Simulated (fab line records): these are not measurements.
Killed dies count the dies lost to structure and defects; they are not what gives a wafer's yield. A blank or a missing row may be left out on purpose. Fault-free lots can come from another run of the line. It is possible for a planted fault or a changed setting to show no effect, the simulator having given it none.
fab line records ; flow rit_cmos ; part 1 of 2: steps 1 to 24 of 25
[record] lots = 5; wafers = 23
route steps=202 shown ACTIVE@4 FOX2@25 NWELL@36 NRETRO@54 PRETRO@66 GATE@89 NLDD@111 PLDD@116 NSD@132 CONTACT@171 M1@192
start_h: start of the lot's first displayed wafer, in hours after the record's first day ; wait_h: hours since the lot's step before ; " identical to the entry in the row above ; L1.1+2: one row covering several wafers at once ; - no value, or no start given ; * or withheld: withheld ; < > ~ a bound
route shown NAME@n: a module of which the file shows steps, and the number in the route of the first ; usual: mean/standard deviation of fault-free wafers ; same: alike in all rows ; chamber/n: place in a boat ; sites: per-site readings ; _std_site: their standard deviation ; _edge_site: mean of outer sites minus mean of inner sites ; radius_mm: for every site, how far away it sits from the centre of the wafer ; mask NAME#n: copy n ; behind: tool/chamber where the wafer was last shaped ; hold: why the lot went on hold/how many hours it stayed there/how the hold came to an end ; device: the n, p or np transistor that did not switch ; end of line: tests of these same wafers at the route's end ; a step with no rows: only its recipe ; killed: count of dies lost to structure and defects at first sort (not the wafer's yield) ; map: shows each die of a wafer: x if killed, . if not, _ if none is there
set.NAME: the setting as run; set.NAME@STEP: as run at that earlier step ; model.NAME: the simulator's own value behind a step, which no gauge read
one table per step and one row per wafer, for lots whose settings were changed on purpose
[[steps]]
[step RIT_ACTIVE_CVD_03]
[recipe] material = Si3N4; target_thk_nm = 150; temp_c = 810; precursor = SiH2Cl2/NH3; time_s = 1500; pressure_mtorr = 300; sih2cl2_flow_sccm = 60; nh3_flow_sccm = 150
lot.wafer;tool;chamber;start_h;wait_h;set.time_s;model.Si3N4_of_ACTIVE_CVD_03.thk_nm
L074.1;-;-;-;0.3;1624;163.1
L074.2;-;-;-;0.3;1624;161.5
L074.3;-;-;-;0.3;1624;164.3
L074.4;-;-;-;0.3;1624;161.9
L074.5;-;-;-;0.3;1624;162.5
L079.1;-;-;-;0.1;1654;165.6
L079.2+4;-;-;-;0.1;1654;164.5
L079.3;-;-;-;0.1;1654;165.2
L079.5;-;-;-;0.1;1654;165.4
L081.1;lpcvd-01;1;47.11;0.1;1500;148.5
L081.5+6;lpcvd-01;1;47.11;0.1;1500;148.8
L082.1;-;-;-;0.1;1310;129.7
L082.2+4;-;-;-;0.1;1310;131.8
L082.3;-;-;-;0.1;1310;131.3
L082.6;-;-;-;0.1;1310;132.2
L085.1;-;-;-;0.1;1640;166.2
L085.2;-;-;-;0.1;1640;166.5
L085.3;-;-;-;0.1;1640;166
L085.5;-;-;-;0.1;1640;165.4
L085.6;-;-;-;0.1;1640;165.1
[step RIT_ACTIVE_THK_MEAS_04]
[recipe] reads = Si3N4_of_ACTIVE_CVD_03
[usual] ACTIVE_NITRIDE_THK = 149.0/1.6
lot.wafer;tool;chamber;start_h;wait_h;set.time_s@ACTIVE_CVD_03;ACTIVE_NITRIDE_THK[nm]
L074.1;film_metro-02;-;-;-;1624;163.1
L074.2;film_metro-02;-;-;-;1624;161.5
L074.3;film_metro-02;-;-;-;1624;164.3
L074.4;film_metro-02;-;-;-;1624;162.0
L074.5;film_metro-02;-;-;-;1624;162.7
L079.1;film_metro-01;-;-;-;1654;165.4
L079.2;film_metro-01;-;-;-;1654;164.6
L079.3;film_metro-01;-;-;-;1654;165.4
L079.4;film_metro-01;-;-;-;1654;164.6
L079.5;film_metro-01;-;-;-;1654;165.4
L081.1;film_metro-02;-;48.53;0.0;1500;148.3
L081.5;film_metro-02;-;48.53;0.0;1500;148.8
L081.6;film_metro-02;-;48.53;0.0;1500;148.7
L082.1;film_metro-01;-;-;-;1310;129.6
L082.2;film_metro-01;-;-;-;1310;131.8
L082.3;film_metro-01;-;-;-;1310;131.2
L082.4;film_metro-01;-;-;-;1310;131.9
L082.6;film_metro-01;-;-;-;1310;132.2
L085.1;film_metro-02;-;-;-;1640;166.2
L085.2;film_metro-02;-;-;-;1640;166.6
L085.3;film_metro-02;-;-;-;1640;166.0
L085.5;film_metro-02;-;-;-;1640;165.5
L085.6;film_metro-02;-;-;-;1640;165.0
[step RIT_ACTIVE_ETCH_13]
[recipe] stop_on = SiO2; chemistry = SF6; target = Si3N4; time_s = 210; over_etch_frac = 0.4; SF6_flow_sccm = 200; pressure_mtorr = 260; rf_w = 125; target_depth_a = 2100
[usual] oes_product_au = 0.818/0.013
lot.wafer;tool;chamber;start_h;wait_h;set.rf_w;set.time_s@ACTIVE_CVD_03;oes_product_au;model.ACTIVE.feature_depth_nm;model.etch.depth_nm;model.NOVOLAK_of_ACTIVE_COAT_06.thk_nm
L074.1;rie_diel-01;2;16.50;0.1;115.5;1624;0.853;163.1;163.1;671.3
L074.2;rie_diel-01;1;16.50;0.1;125;1624;0.858;161.5;161.5;660.9
L074.3;rie_diel-01;3;16.50;0.1;125;1624;0.851;165.3;164.3;650.3
L074.4;rie_diel-01;0;16.50;0.1;125;1624;0.857;163;161.9;645.1
L074.5;rie_diel-01;2;16.50;0.1;115.5;1624;0.855;162.5;162.5;668.5
L079.1;rie_diel-02;3;40.08;0.1;118.9;1654;0.867;165.6;165.6;667.2
L079.2;rie_diel-02;2;40.08;0.1;125;1654;0.874;164.7;164.5;651.3
L079.3;rie_diel-02;0;40.08;0.1;118.9;1654;0.841;165.2;165.2;664.4
L079.4;rie_diel-02;1;40.08;0.1;125;1654;0.863;164.5;164.5;663.2
L079.5;rie_diel-02;3;40.08;0.1;125;1654;0.873;166.1;165.4;651.1
L081.1;rie_diel-03;2;49.71;0.1;125;1500;0.812;148.5;148.5;664.8
L081.5;rie_diel-03;2;49.71;0.1;125;1500;0.821;148.8;148.8;658.7
L081.6;rie_diel-03;3;49.71;0.1;125;1500;0.825;148.8;148.8;660.6
L082.1;rie_diel-03;2;54.83;0.1;111.3;1310;0.764;129.7;129.7;682
L082.2;rie_diel-03;3;54.83;0.1;125;1310;0.770;131.8;131.8;652.6
L082.3;rie_diel-03;1;54.83;0.1;111.3;1310;0.752;131.3;131.3;679.3
L082.4;rie_diel-03;0;54.83;0.1;125;1310;0.781;131.8;131.8;655.6
L082.6;rie_diel-03;0;54.83;0.1;125;1310;0.788;132.2;132.2;652.8
L085.1;rie_diel-01;0;69.71;0.1;125;1640;0.863;167.3;166.2;649.3
L085.2;rie_diel-01;1;69.71;0.1;125;1640;0.876;166.5;166.5;657
L085.3;rie_diel-01;3;69.71;0.1;135.8;1640;0.875;173.1;166;630.2
L085.5;rie_diel-01;1;69.71;0.1;125;1640;0.879;165.4;165.4;658.3
L085.6;rie_diel-01;0;69.71;0.1;135.8;1640;0.855;172.4;165.1;631.7
[step RIT_FOX2_CLEAN_02]
[recipe] chemistry = dHF; dilution = 50:1; time_s = 180
lot.wafer;tool;chamber;start_h;wait_h;set.time_s;model.Si3N4_of_ACTIVE_CVD_03.thk_nm
L074.1;-;-;-;0.1;180;144.1
L074.2;-;-;-;0.1;180;142.5
L074.3;-;-;-;0.1;180;145.3
L074.4;-;-;-;0.1;180;142.9
L074.5;-;-;-;0.1;180;143.6
L079.1;-;-;-;0.1;197.7;147
L079.2+4;-;-;-;0.1;197.7;146
L079.3;-;-;-;0.1;197.7;146.7
L079.5;-;-;-;0.1;197.7;146.8
L081.1;wet_bench-04;2;53.76;0.1;180;129.6
L081.5+6;wet_bench-04;2;53.76;0.1;180;129.8
L082.1;-;-;-;0.1;154.8;110.8
L082.2+4;-;-;-;0.1;154.8;112.8
L082.3;-;-;-;0.1;154.8;112.4
L082.6;-;-;-;0.1;154.8;113.3
L085.1;-;-;-;0.1;180;147.2
L085.2;-;-;-;0.1;180;147.5
L085.3;-;-;-;0.1;180;147
L085.5;-;-;-;0.1;180;146.5
L085.6;-;-;-;0.1;180;146.2
[step RIT_NWELL_IMPLANT_08]
[recipe] species = P; energy_kev = 170; dose_cm2 = 5e+13; tilt_deg = 7
lot.wafer;tool;chamber;start_h;wait_h;set.energy_kev;model.implant.drp_nm
L074.1+2+3+4+5;implanter-04;0;25.30;0.2;170;68.82
L079.1+4;implanter-04;0;48.12;0.2;173.3;69.82
L079.2+3+5;implanter-04;0;48.12;0.2;170;68.82
L081.1+5+6;implanter-02;0;55.80;0.2;170;68.82
L082.1+4;implanter-01;0;61.70;0.2;170;68.82
L082.2+3+6;implanter-01;0;61.70;0.2;174.6;70.22
L085.1+5;implanter-01;0;80.04;0.2;170;68.82
L085.2+3+6;implanter-01;0;80.04;0.2;166.7;67.84
[step RIT_NRETRO_COAT_01]
[recipe] resist = NOVOLAK; spin_rpm = 2000; resist_thk_nm = 1300
lot.wafer;tool;chamber;start_h;wait_h;set.spin_rpm;model.NOVOLAK_of_NRETRO_COAT_01.thk_nm
L074.1;litho_track-04;0;32.87;0.1;2000;1299
L074.2;litho_track-04;0;32.87;0.1;2000;1297
L074.3;litho_track-04;0;32.87;0.1;2000;1301
L074.4;litho_track-04;0;32.87;0.1;1954;1313
L074.5;litho_track-04;0;32.87;0.1;1954;1314
L079.1+2;litho_track-01;0;56.15;0.1;1945;1321
L079.3;litho_track-01;0;56.15;0.1;2000;1303
L079.4;litho_track-01;0;56.15;0.1;1945;1318
L079.5;litho_track-01;0;56.15;0.1;2000;1304
L081.1;litho_track-02;0;64.20;0.1;2000;1303
L081.5+6;litho_track-02;0;64.20;0.1;2000;1302
L082.1;litho_track-02;0;69.14;0.1;2000;1295
L082.2;litho_track-02;0;69.14;0.1;2000;1296
L082.3;litho_track-02;0;69.14;0.1;2000;1294
L082.4;litho_track-02;0;69.14;0.1;2000;1300
L082.6;litho_track-02;0;69.14;0.1;2000;1301
L085.1;litho_track-02;0;87.45;0.1;1892;1336
L085.2;litho_track-02;0;87.45;0.1;2000;1297
L085.3;litho_track-02;0;87.45;0.1;1892;1335
L085.5+6;litho_track-02;0;87.45;0.1;2000;1300
[step RIT_NRETRO_SOFTBAKE_02]
[recipe] resist = NOVOLAK; temp_c = 90; time_s = 60
[step RIT_NRETRO_EXPOSE_03]
[recipe] mask_id = M4; na = 0.57; target_cd_nm = 43900; dose_mj = 250
[step RIT_NRETRO_DEVELOP_05]
[recipe] resist = NOVOLAK; develop_time_s = 68; dev_temp_c = 23
[step RIT_NRETRO_HARDBAKE_07]
[recipe] resist = NOVOLAK; temp_c = 140; time_s = 120
lot.wafer;tool;chamber;start_h;wait_h;set.spin_rpm@NRETRO_COAT_01;model.NOVOLAK_of_NRETRO_COAT_01.thk_nm
L074.1;litho_track-01;0;33.76;0.0;2000;1136
L074.2;litho_track-01;0;33.76;0.0;2000;1134
L074.3;litho_track-01;0;33.76;0.0;2000;1138
L074.4;litho_track-01;0;33.76;0.0;1954;1148
L074.5;litho_track-01;0;33.76;0.0;1954;1149
L079.1+2;litho_track-02;0;57.04;0.0;1945;1155
L079.3;litho_track-02;0;57.04;0.0;2000;1139
L079.4;litho_track-02;0;57.04;0.0;1945;1153
L079.5;litho_track-02;0;57.04;0.0;2000;1140
L081.1;litho_track-01;0;65.11;0.0;2000;1140
L081.5+6;litho_track-01;0;65.11;0.0;2000;1139
L082.1;litho_track-01;0;70.03;0.0;2000;1133
L082.2;litho_track-01;0;70.03;0.0;2000;1134
L082.3;litho_track-01;0;70.03;0.0;2000;1132
L082.4;litho_track-01;0;70.03;0.0;2000;1137
L082.6;litho_track-01;0;70.03;0.0;2000;1138
L085.1;litho_track-01;0;88.21;0.0;1892;1168
L085.2;litho_track-01;0;88.21;0.0;2000;1134
L085.3;litho_track-01;0;88.21;0.0;1892;1167
L085.5+6;litho_track-01;0;88.21;0.0;2000;1137
[step RIT_PRETRO_SOFTBAKE_02]
[recipe] resist = NOVOLAK; temp_c = 90; time_s = 60
lot.wafer;tool;chamber;start_h;wait_h;set.temp_c
L074.1+2+5;litho_track-03;0;34.70;0.1;87.58
L074.3+4;litho_track-03;0;34.70;0.1;90
L079.1+2;litho_track-04;0;57.98;0.1;92.66
L079.3+4+5;litho_track-04;0;57.98;0.1;90
L081.1+5+6;litho_track-03;0;66.04;0.1;90
L082.1+3+6;litho_track-04;0;70.96;0.1;90
L082.2+4;litho_track-04;0;70.96;0.1;86.65
L085.1+3+6;litho_track-04;0;89.15;0.1;87.63
L085.2+5;litho_track-04;0;89.15;0.1;90
[step RIT_PRETRO_EXPOSE_03]
[recipe] mask_id = M5; na = 0.57; target_cd_nm = 43700; dose_mj = 250
[step RIT_PRETRO_PEB_04]
[recipe] resist = NOVOLAK; temp_c = withheld; time_s = withheld
[step RIT_PRETRO_DEVELOP_05]
[recipe] resist = NOVOLAK; develop_time_s = 68; dev_temp_c = 22.31
lot.wafer;tool;chamber;start_h;wait_h;set.temp_c@PRETRO_SOFTBAKE_02;model.NOVOLAK_of_PRETRO_COAT_01.thk_nm
L074.1;litho_track-04;0;-;-;87.58;1312
L074.2;litho_track-04;0;-;-;87.58;1308
L074.3;litho_track-04;0;-;-;90;1302
L074.4;litho_track-04;0;-;-;90;1300
L074.5;litho_track-04;0;-;-;87.58;1306
L079.1;litho_track-04;0;-;-;92.66;1292
L079.2;litho_track-04;0;-;-;92.66;1289
L079.3+4;litho_track-04;0;-;-;90;1300
L079.5;litho_track-04;0;-;-;90;1302
L081.1+6;litho_track-04;0;-;-;90;1298
L081.5;litho_track-04;0;-;-;90;1302
L082.1;litho_track-04;0;-;-;90;1295
L082.2;litho_track-04;0;-;-;86.65;1312
L082.3+6;litho_track-04;0;-;-;90;1302
L082.4;litho_track-04;0;-;-;86.65;1311
L085.1+3;litho_track-01;0;-;-;87.63;1308
L085.2;litho_track-01;0;-;-;90;1303
L085.5;litho_track-01;0;-;-;90;1301
L085.6;litho_track-01;0;-;-;87.63;1306
[step RIT_GATE_EXPOSE_13]
[recipe] mask_id = M6; na = 0.6; source_shape = conventional; sigma_outer = 0.6; target_cd_nm = 150; dose_mj = 380
lot.wafer;tool;chamber;start_h;wait_h;mask;set.dose_mj
L074.1+2;iline_stepper-02;0;42.65;0.1;M6#0;380
L074.3+4+5;iline_stepper-02;0;42.65;0.1;M6#0;389.5
L079.1+2+5;iline_stepper-02;0;66.53;0.1;M6#0;380
L079.3+4;iline_stepper-02;0;66.53;0.1;M6#0;370.4
L081.1+5+6;iline_stepper-01;0;72.61;0.1;M6#0;380
L082.1+2+3+4+6;iline_stepper-01;0;79.49;0.1;M6#0;380
L085.1+5+6;iline_stepper-01;0;95.69;0.2;M6#0;380
L085.2+3;iline_stepper-01;0;95.69;0.2;M6#0;393.7
[step RIT_NLDD_IMPLANT_08]
[recipe] species = P; energy_kev = 20; dose_cm2 = 5e+14; tilt_deg = 7
lot.wafer;tool;chamber;start_h;wait_h;set.energy_kev;model.implant.rp_nm;model.implant.drp_nm
L074.1+5;implanter-02;0;48.12;0.1;20;27.36;12.97
L074.2+3+4;implanter-02;0;48.12;0.1;18.83;26.27;12.51
L079.1+4+5;implanter-02;0;71.88;0.1;20;27.77;12.97
L079.2+3;implanter-02;0;71.88;0.1;20.67;28.39;13.23
L081.1+5+6;implanter-01;0;77.94;0.1;20;27.97;12.97
L082.1+6;implanter-02;0;84.77;0.1;19.57;27.72;12.8
L082.2+3+4;implanter-02;0;84.77;0.1;20;28.13;12.97
L085.1+5;implanter-02;0;101.96;0.1;21.08;28.27;13.39
L085.2+3+6;implanter-02;0;101.96;0.1;20;27.28;12.97
[step RIT_NLDD_STRIP_09]
[recipe] chemistry = O2; time_s = 180; resist = NOVOLAK; platen_temp_c = withheld; power_w = 500; pressure_mtorr = 4000; o2_flow_sccm = 4000
[step RIT_NLDD_TW_MEAS_10]
[usual] NLDD_TW = 2478/14
lot.wafer;tool;chamber;start_h;wait_h;set.energy_kev@NLDD_IMPLANT_08;NLDD_TW
L074.1;film_metro-01;-;48.44;0.1;20;2488
L074.2;film_metro-01;-;48.44;0.1;18.83;2467
L074.3;film_metro-01;-;48.44;0.1;18.83;2451
L074.4;film_metro-01;-;48.44;0.1;18.83;2455
L074.5;film_metro-01;-;48.44;0.1;20;2504
L079.1;film_metro-01;-;72.20;0.1;20;2481
L079.2;film_metro-01;-;72.20;0.1;20.67;2502
L079.3;film_metro-01;-;72.20;0.1;20.67;2500
L079.4;film_metro-01;-;72.20;0.1;20;2481
L079.5;film_metro-01;-;72.20;0.1;20;2461
L081.1;film_metro-04;-;78.26;0.1;20;2460
L081.5;film_metro-04;-;78.26;0.1;20;2471
L081.6;film_metro-04;-;78.26;0.1;20;2466
L082.1;film_metro-02;-;85.10;0.1;19.57;2485
L082.2;film_metro-02;-;85.10;0.1;20;2478
L082.3;film_metro-02;-;85.10;0.1;20;2498
L082.4;film_metro-02;-;85.10;0.1;20;2497
L082.6;film_metro-02;-;85.10;0.1;19.57;2479
L085.1;film_metro-02;-;102.29;0.1;21.08;2528
L085.2;film_metro-02;-;102.29;0.1;20;2501
L085.3;film_metro-02;-;102.29;0.1;20;2480
L085.5;film_metro-02;-;102.29;0.1;21.08;2529
L085.6;film_metro-02;-;102.29;0.1;20;2488
[step RIT_PLDD_SOFTBAKE_02]
[recipe] resist = NOVOLAK; temp_c = 90; time_s = 60
lot.wafer;tool;chamber;start_h;wait_h;set.temp_c;model.NOVOLAK_of_PLDD_COAT_01.thk_nm
L074.1;litho_track-04;0;48.80;0.1;92.29;995.5
L074.2;litho_track-04;0;48.80;0.1;92.29;994
L074.3;litho_track-04;0;48.80;0.1;90;1003
L074.4;litho_track-04;0;48.80;0.1;92.29;993
L074.5;litho_track-04;0;48.80;0.1;90;1001
L079.1;litho_track-04;0;72.56;0.1;90;997.8
L079.2;litho_track-04;0;72.56;0.1;90;996.9
L079.3;litho_track-04;0;72.56;0.1;93.17;988.5
L079.4;litho_track-04;0;72.56;0.1;90;998.5
L079.5;litho_track-04;0;72.56;0.1;93.17;989.1
L081.1;litho_track-04;0;78.62;0.1;90;1000
L081.5;litho_track-04;0;78.62;0.1;90;997.6
L081.6;litho_track-04;0;78.62;0.1;90;998.6
L082.1;litho_track-01;0;85.50;0.1;90;997.3
L082.2;litho_track-01;0;85.50;0.1;90;995.3
L082.3+6;litho_track-01;0;85.50;0.1;93.26;990
L082.4;litho_track-01;0;85.50;0.1;93.26;985.7
L085.1;litho_track-01;0;102.65;0.1;90;994.8
L085.2;litho_track-01;0;102.65;0.1;90;997.6
L085.3;litho_track-01;0;102.65;0.1;90;995.4
L085.5;litho_track-01;0;102.65;0.1;90;995.2
L085.6;litho_track-01;0;102.65;0.1;90;996.2
[step RIT_NSD_COAT_01]
[recipe] resist = NOVOLAK; spin_rpm = 3250; resist_thk_nm = 1000
lot.wafer;tool;chamber;start_h;wait_h;set.resist_thk_nm;model.NOVOLAK_of_NSD_COAT_01.thk_nm
L074.1;litho_track-01;0;53.03;0.1;1000;999.1
L074.2;litho_track-01;0;53.03;0.1;1000;999.2
L074.3;litho_track-01;0;53.03;0.1;1000;997.9
L074.4;litho_track-01;0;53.03;0.1;1000;1002
L074.5;litho_track-01;0;53.03;0.1;1000;1001
L079.1;litho_track-01;0;76.58;0.1;955.1;954.4
L079.2;litho_track-01;0;76.58;0.1;955.1;950.2
L079.3;litho_track-01;0;76.58;0.1;955.1;952.2
L079.4;litho_track-01;0;76.58;0.1;1000;1002
L079.5;litho_track-01;0;76.58;0.1;1000;998.3
L081.1;litho_track-01;0;82.60;0.1;1000;997.4
L081.5;litho_track-01;0;82.60;0.1;1000;996
L081.6;litho_track-01;0;82.60;0.1;1000;994.7
L082.1;litho_track-03;0;89.27;0.1;968.5;972.1
L082.2;litho_track-03;0;89.27;0.1;1000;998.9
L082.3;litho_track-03;0;89.27;0.1;1000;999.6
L082.4;litho_track-03;0;89.27;0.1;968.5;966.1
L082.6;litho_track-03;0;89.27;0.1;1000;1002
L085.1+2+6;litho_track-04;0;106.80;0.1;1000;1003
L085.3;litho_track-04;0;106.80;0.1;955.3;957.8
L085.5;litho_track-04;0;106.80;0.1;955.3;958.5
[step RIT_NSD_HARDBAKE_07]
[recipe] resist = NOVOLAK; temp_c = 140; time_s = 60
lot.wafer;tool;chamber;start_h;wait_h;set.temp_c;set.resist_thk_nm@NSD_COAT_01;model.NOVOLAK_of_NSD_COAT_01.thk_nm
L074.1;litho_track-01;0;53.89;0.0;140;1000;883
L074.2;litho_track-01;0;53.89;0.0;137.4;1000;887.2
L074.3;litho_track-01;0;53.89;0.0;140;1000;882
L074.4;litho_track-01;0;53.89;0.0;140;1000;885.1
L074.5;litho_track-01;0;53.89;0.0;137.4;1000;888.8
L079.1;litho_track-04;0;77.31;0.0;136;955.1;849.9
L079.2;litho_track-04;0;77.31;0.0;136;955.1;846.3
L079.3;litho_track-04;0;77.31;0.0;140;955.1;841.9
L079.4;litho_track-04;0;77.31;0.0;140;1000;885.2
L079.5;litho_track-04;0;77.31;0.0;136;1000;888.7
L081.1;litho_track-01;0;83.33;0.0;140;1000;881.5
L081.5;litho_track-01;0;83.33;0.0;140;1000;880.3
L081.6;litho_track-01;0;83.33;0.0;140;1000;879.1
L082.1;litho_track-04;0;90.13;0.0;138.8;968.5;861.1
L082.2;litho_track-04;0;90.13;0.0;140;1000;882.8
L082.3;litho_track-04;0;90.13;0.0;138.8;1000;885.2
L082.4;litho_track-04;0;90.13;0.0;138.8;968.5;855.8
L082.6;litho_track-04;0;90.13;0.0;140;1000;885.4
L085.1;litho_track-04;0;107.54;0.0;143.2;1000;882.6
L085.2;litho_track-04;0;107.54;0.0;140;1000;886.2
L085.3;litho_track-04;0;107.54;0.0;143.2;955.3;843
L085.5;litho_track-04;0;107.54;0.0;140;955.3;847.5
L085.6;litho_track-04;0;107.54;0.0;143.2;1000;882.3
[step RIT_CONTACT_COAT_03]
[recipe] resist = NOVOLAK; spin_rpm = 3250; resist_thk_nm = 1000
lot.wafer;tool;chamber;start_h;wait_h;set.spin_rpm;model.NOVOLAK_of_CONTACT_COAT_03.thk_nm
L074.1;litho_track-03;0;57.66;0.1;3250;1002
L074.2;litho_track-03;0;57.66;0.1;3250;998.6
L074.3;litho_track-03;0;57.66;0.1;3250;998.1
L074.4;litho_track-03;0;57.66;0.1;3250;998.3
L074.5;litho_track-03;0;57.66;0.1;3250;998.5
L079.1;litho_track-03;0;81.13;0.1;3250;997.3
L079.2;litho_track-03;0;81.13;0.1;3408;970
L079.3;litho_track-03;0;81.13;0.1;3250;997
L079.4;litho_track-03;0;81.13;0.1;3408;972.9
L079.5;litho_track-03;0;81.13;0.1;3408;976
L081.1;litho_track-03;0;87.31;0.1;3250;997.3
L081.5;litho_track-03;0;87.31;0.1;3250;1000
L081.6;litho_track-03;0;87.31;0.1;3250;1001
L082.1;litho_track-04;0;93.92;0.1;3250;993.9
L082.2;litho_track-04;0;93.92;0.1;3250;993.6
L082.3;litho_track-04;0;93.92;0.1;3250;995
L082.4;litho_track-04;0;93.92;0.1;3250;996.7
L082.6;litho_track-04;0;93.92;0.1;3250;996.9
L085.1+2;litho_track-02;0;111.26;0.1;3122;1021
L085.3;litho_track-02;0;111.26;0.1;3122;1019
L085.5;litho_track-02;0;111.26;0.1;3250;995.8
L085.6;litho_track-02;0;111.26;0.1;3250;1000
[step RIT_M1_DEVELOP_08]
[recipe] resist = NOVOLAK; develop_time_s = 68; dev_temp_c = 23
lot.wafer;tool;chamber;start_h;wait_h;set.develop_time_s
L074.1+2+3+4+5;litho_track-01;0;-;-;68
L079.1+2+4;litho_track-02;0;-;-;68
L079.3+5;litho_track-02;0;-;-;77.31
L081.1+5+6;litho_track-01;0;-;-;68
L082.1+2+3+4+6;litho_track-01;0;-;-;68
L085.1+5;litho_track-02;0;-;-;68
L085.2+3+6;litho_track-02;0;-;-;57.86
[step RIT_M1_CD_MEAS_09]
[recipe] target_cd_nm = 2600
[usual] cd_nm = 2600.8/2.1
lot.wafer;tool;chamber;start_h;wait_h;set.develop_time_s@M1_DEVELOP_08;cd_nm
L074.1;cd_sem-01;-;61.10;-;68;2599.1
L074.2;cd_sem-01;-;61.10;-;68;2598.3
L074.3;cd_sem-01;-;61.10;-;68;2596.4
L074.4;cd_sem-01;-;61.10;-;68;2597.4
L074.5;cd_sem-01;-;61.10;-;68;2597.4
L079.1;cd_sem-02;-;84.80;-;68;2600.0
L079.2;cd_sem-02;-;84.80;-;68;2597.7
L079.3;cd_sem-02;-;84.80;-;77.31;2589.0
L079.4;cd_sem-02;-;84.80;-;68;2599.6
L079.5;cd_sem-02;-;84.80;-;77.31;2591.5
L081.1;cd_sem-02;-;90.63;-;68;2600.2
L081.5;cd_sem-02;-;90.63;-;68;2600.0
L081.6;cd_sem-02;-;90.63;-;68;2598.7
L082.1;cd_sem-02;-;97.43;-;68;2601.7
L082.2;cd_sem-02;-;97.43;-;68;2600.3
L082.3;cd_sem-02;-;97.43;-;68;2599.8
L082.4;cd_sem-02;-;97.43;-;68;2602.8
L082.6;cd_sem-02;-;97.43;-;68;2602.4
L085.1;cd_sem-02;-;114.90;-;68;2599.4
L085.2;cd_sem-02;-;114.90;-;57.86;2613.4
L085.3;cd_sem-02;-;114.90;-;57.86;2614.0
L085.5;cd_sem-02;-;114.90;-;68;2600.8
L085.6;cd_sem-02;-;114.90;-;57.86;2613.8
[[key]]
[split] step = RIT_ACTIVE_CVD_03; setting = time_s; stated = 1500; by = lot
[response] step = RIT_ACTIVE_CVD_03; reading = model.Si3N4_of_ACTIVE_CVD_03.thk_nm; change = +1.52; per = 1%; r = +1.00
[response] step = RIT_ACTIVE_THK_MEAS_04; reading = ACTIVE_NITRIDE_THK; change = +1.52; per = 1%; r = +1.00
[response] step = RIT_ACTIVE_ETCH_13; reading = oes_product_au; change = +0.00419; per = 1%; r = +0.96
[response] step = RIT_ACTIVE_ETCH_13; reading = model.ACTIVE.feature_depth_nm; change = +1.58; per = 1%; r = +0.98
[response] step = RIT_ACTIVE_ETCH_13; reading = model.etch.depth_nm; change = +1.52; per = 1%; r = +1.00
[split] step = RIT_ACTIVE_ETCH_13; setting = rf_w; stated = 125; by = wafer
[response] step = RIT_ACTIVE_ETCH_13; reading = model.NOVOLAK_of_ACTIVE_COAT_06.thk_nm; change = -2.49; per = 1%; r = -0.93
[split] step = RIT_FOX2_CLEAN_02; setting = time_s; stated = 180; by = lot
[response] step = RIT_FOX2_CLEAN_02; reading = model.Si3N4_of_ACTIVE_CVD_03.thk_nm; change = +1.51; per = 1%; r = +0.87
[split] step = RIT_NWELL_IMPLANT_08; setting = energy_kev; stated = 170; by = wafer
[response] step = RIT_NWELL_IMPLANT_08; reading = model.implant.drp_nm; change = +0.514; per = 1%; r = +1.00
[split] step = RIT_NRETRO_COAT_01; setting = spin_rpm; stated = 2000; by = wafer
[response] step = RIT_NRETRO_COAT_01; reading = model.NOVOLAK_of_NRETRO_COAT_01.thk_nm; change = -6.59; per = 1%; r = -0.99
[response] step = RIT_NRETRO_HARDBAKE_07; reading = model.NOVOLAK_of_NRETRO_COAT_01.thk_nm; change = -5.67; per = 1%; r = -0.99
[split] step = RIT_PRETRO_SOFTBAKE_02; setting = temp_c; stated = 90; by = wafer
[response] step = RIT_PRETRO_DEVELOP_05; reading = model.NOVOLAK_of_PRETRO_COAT_01.thk_nm; change = -2.9; per = 1%; r = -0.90
[split] step = RIT_GATE_EXPOSE_13; setting = dose_mj; stated = 380; by = wafer
[response] step = RIT_M1_PROBE_99; reading = model.etest.pmos_0p15.r_on_ohm_um; change = -118; per = 1%; r = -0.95
[response] step = RIT_M1_PROBE_99; reading = model.etest.pmos_turned.r_on_ohm_um; change = -118; per = 1%; r = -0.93
[response] step = RIT_M1_PROBE_99; reading = model.etest.nmos_0p15.r_on_ohm_um; change = -34.1; per = 1%; r = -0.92
[response] step = RIT_M1_PROBE_99; reading = model.etest.nmos_0p15.drive_ua_um; change = +21.9; per = 1%; r = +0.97
[response] step = RIT_M1_PROBE_99; reading = model.etest.pmos_0p15.drive_ua_um; change = +14.5; per = 1%; r = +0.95
[split] step = RIT_NLDD_IMPLANT_08; setting = energy_kev; stated = 20; by = wafer
[response] step = RIT_NLDD_IMPLANT_08; reading = model.implant.rp_nm; change = +0.185; per = 1%; r = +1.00
[response] step = RIT_NLDD_IMPLANT_08; reading = model.implant.drp_nm; change = +0.0783; per = 1%; r = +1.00
[response] step = RIT_NLDD_TW_MEAS_10; reading = NLDD_TW; change = +6.88; per = 1%; r = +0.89
[split] step = RIT_PLDD_SOFTBAKE_02; setting = temp_c; stated = 90; by = wafer
[response] step = RIT_PLDD_SOFTBAKE_02; reading = model.NOVOLAK_of_PLDD_COAT_01.thk_nm; change = -2.49; per = 1%; r = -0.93
[split] step = RIT_NSD_COAT_01; setting = resist_thk_nm; stated = 1000; by = wafer
[response] step = RIT_NSD_COAT_01; reading = model.NOVOLAK_of_NSD_COAT_01.thk_nm; change = +10.2; per = 1%; r = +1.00
[response] step = RIT_NSD_HARDBAKE_07; reading = model.NOVOLAK_of_NSD_COAT_01.thk_nm; change = +8.74; per = 1%; r = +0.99
[split] step = RIT_NSD_HARDBAKE_07; setting = temp_c; stated = 140; by = wafer
response none clear
[split] step = RIT_CONTACT_COAT_03; setting = spin_rpm; stated = 3250; by = wafer
[response] step = RIT_CONTACT_COAT_03; reading = model.NOVOLAK_of_CONTACT_COAT_03.thk_nm; change = -5.25; per = 1%; r = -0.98
[split] step = RIT_M1_DEVELOP_08; setting = develop_time_s; stated = 68; by = wafer
[response] step = RIT_M1_CD_MEAS_09; reading = cd_nm; change = -0.792; per = 1%; r = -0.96
